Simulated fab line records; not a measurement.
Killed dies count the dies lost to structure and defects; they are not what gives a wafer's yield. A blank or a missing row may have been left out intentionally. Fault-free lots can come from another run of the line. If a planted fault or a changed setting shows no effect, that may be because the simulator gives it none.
Check for tools in common / flow berkeley_cmos170 / Sample size 14 lots and 42 wafers

## WHAT PROMPTED THE OPENING
At UCB170_M3_RS_MEAS_02 the reading M3_AL_RS is flagged on 2 of 14 lots. No-fault wafers: 0.0322 ohm/sq, standard deviation 0.00039.
Rule: a lot is flagged when every wafer of it that has a number lies more than 4 standard deviations from that mean, or none has a number. All remaining lots are regarded as sound.

lot=L494; measured=day 7 12:04; on=film_metro-03; M3_AL_RS (ohm/sq), wafer by wafer=0.0328 0.0324 0.0328; flag=
lot=L495; measured=day 7 12:20; on=film_metro-01; M3_AL_RS (ohm/sq), wafer by wafer=0.0316 0.0324 0.0316; flag=
lot=L498; measured=day 8 03:45; on=film_metro-01; M3_AL_RS (ohm/sq), wafer by wafer=0.0321 0.0319 0.0319; flag=
lot=L497; measured=day 8 04:02; on=film_metro-04; M3_AL_RS (ohm/sq), wafer by wafer=0.0324 0.0325 0.0322; flag=
lot=L499; measured=day 8 18:00; on=film_metro-04; M3_AL_RS (ohm/sq), wafer by wafer=0.0318 0.0318 0.0322; flag=
lot=L500; measured=day 8 18:19; on=film_metro-01; M3_AL_RS (ohm/sq), wafer by wafer=0.0322 0.0321 0.0320; flag=
lot=L503; measured=day 9 19:17; on=film_metro-03; M3_AL_RS (ohm/sq), wafer by wafer=0.0327 0.0328 0.0327; flag=
lot=L504; measured=day 9 21:45; on=film_metro-04; M3_AL_RS (ohm/sq), wafer by wafer=0.0323 0.0323 0.0321; flag=
lot=L505; measured=day 10 02:00; on=film_metro-04; M3_AL_RS (ohm/sq), wafer by wafer=0.0327 0.0329 0.0328; flag=
lot=L506; measured=day 10 02:10; on=film_metro-03; M3_AL_RS (ohm/sq), wafer by wafer=0.0526 0.0539 0.0521; flag=FLAGGED
lot=L507; measured=day 10 16:31; on=film_metro-01; M3_AL_RS (ohm/sq), wafer by wafer=0.0519 0.0525 0.0530; flag=FLAGGED
lot=L508; measured=day 10 17:26; on=film_metro-03; M3_AL_RS (ohm/sq), wafer by wafer=0.0320 0.0325 0.0318; flag=
lot=L511; measured=day 11 05:04; on=film_metro-03; M3_AL_RS (ohm/sq), wafer by wafer=0.0324 0.0322 0.0319; flag=
lot=L517; measured=day 12 21:26; on=film_metro-04; M3_AL_RS (ohm/sq), wafer by wafer=0.0319 0.0317 0.0319; flag=
Average over the flagged lots: 0.0527 ohm/sq; offset from the usual +0.0205 ohm/sq, equal to +52 standard deviations.

## WHICH TOOL RAN EACH LOT
The record holds 1 process step before the reading, out of a route of 331 steps. In each cell: the tool, then ch and the chambers that the sampled wafers went through, then the start.
lot=L494; flag=; UCB170_M3_SPUTTER_01=pvd_sputter-04, day 7 11:57
lot=L495; flag=; UCB170_M3_SPUTTER_01=pvd_sputter-02, day 7 12:14
lot=L498; flag=; UCB170_M3_SPUTTER_01=pvd_sputter-02, day 8 03:40
lot=L497; flag=; UCB170_M3_SPUTTER_01=pvd_sputter-01, day 8 03:56
lot=L499; flag=; UCB170_M3_SPUTTER_01=pvd_sputter-02, day 8 17:55
lot=L500; flag=; UCB170_M3_SPUTTER_01=pvd_sputter-01, day 8 18:14
lot=L503; flag=; UCB170_M3_SPUTTER_01=pvd_sputter-04, day 9 19:13
lot=L504; flag=; UCB170_M3_SPUTTER_01=pvd_sputter-04, day 9 21:40
lot=L505; flag=; UCB170_M3_SPUTTER_01=pvd_sputter-04, day 10 01:55
lot=L506; flag=FLAGGED; UCB170_M3_SPUTTER_01=pvd_sputter-02, day 10 02:05
lot=L507; flag=FLAGGED; UCB170_M3_SPUTTER_01=pvd_sputter-02, day 10 16:26
lot=L508; flag=; UCB170_M3_SPUTTER_01=pvd_sputter-01, day 10 17:17
lot=L511; flag=; UCB170_M3_SPUTTER_01=pvd_sputter-01, day 11 04:58
lot=L517; flag=; UCB170_M3_SPUTTER_01=pvd_sputter-01, day 12 21:19
What the steps here do:
- UCB170_M3_SPUTTER_01: material Al, target thk 900 nm, time 120 s.
- UCB170_M3_RS_MEAS_02: measures by four-point-probe.

## FLAGGED AGAINST TOTAL, ONE TOOL AT A TIME (gauges that did the reading follow at the end)
step=UCB170_M3_SPUTTER_01; tool=pvd_sputter-01; lots run=5; flagged=0; share of the flagged lots=none; sound lots run after its first flagged lot=-
step=UCB170_M3_SPUTTER_01; tool=pvd_sputter-02; lots run=5; flagged=2; share of the flagged lots=all; sound lots run after its first flagged lot=0
step=UCB170_M3_SPUTTER_01; tool=pvd_sputter-04; lots run=4; flagged=0; share of the flagged lots=none; sound lots run after its first flagged lot=-
step=UCB170_M3_RS_MEAS_02; tool=film_metro-01; lots run=4; flagged=1; share of the flagged lots=some; sound lots run after its first flagged lot=0
step=UCB170_M3_RS_MEAS_02; tool=film_metro-03; lots run=5; flagged=1; share of the flagged lots=some; sound lots run after its first flagged lot=2 (L508,L511)
step=UCB170_M3_RS_MEAS_02; tool=film_metro-04; lots run=5; flagged=0; share of the flagged lots=none; sound lots run after its first flagged lot=-

## WHAT IS ALLOWED BY THE TABLE
In the table, 1 row covers all flagged lots: pvd_sputter-02 at UCB170_M3_SPUTTER_01.
- pvd_sputter-02 at UCB170_M3_SPUTTER_01 ran 5 lots, 2 of them flagged. It ran its last sound lot, L499, at day 8 17:55 and its first flagged lot, L506, at day 10 02:05: a fault with its onset between the two fits. Its own readings (cathode_dc_power_W) fall more than 4 standard deviations out on all wafers of the flagged lots.
Left over: one tool, pvd_sputter-02 at UCB170_M3_SPUTTER_01.

## WHAT THE SIMULATOR HAD PUT IN
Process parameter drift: pvd_sputter-02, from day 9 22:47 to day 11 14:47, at UCB170_M3_SPUTTER_01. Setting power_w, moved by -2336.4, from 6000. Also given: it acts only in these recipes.
Shown lots that were struck: L506, L507. This agrees with what the rule above found.
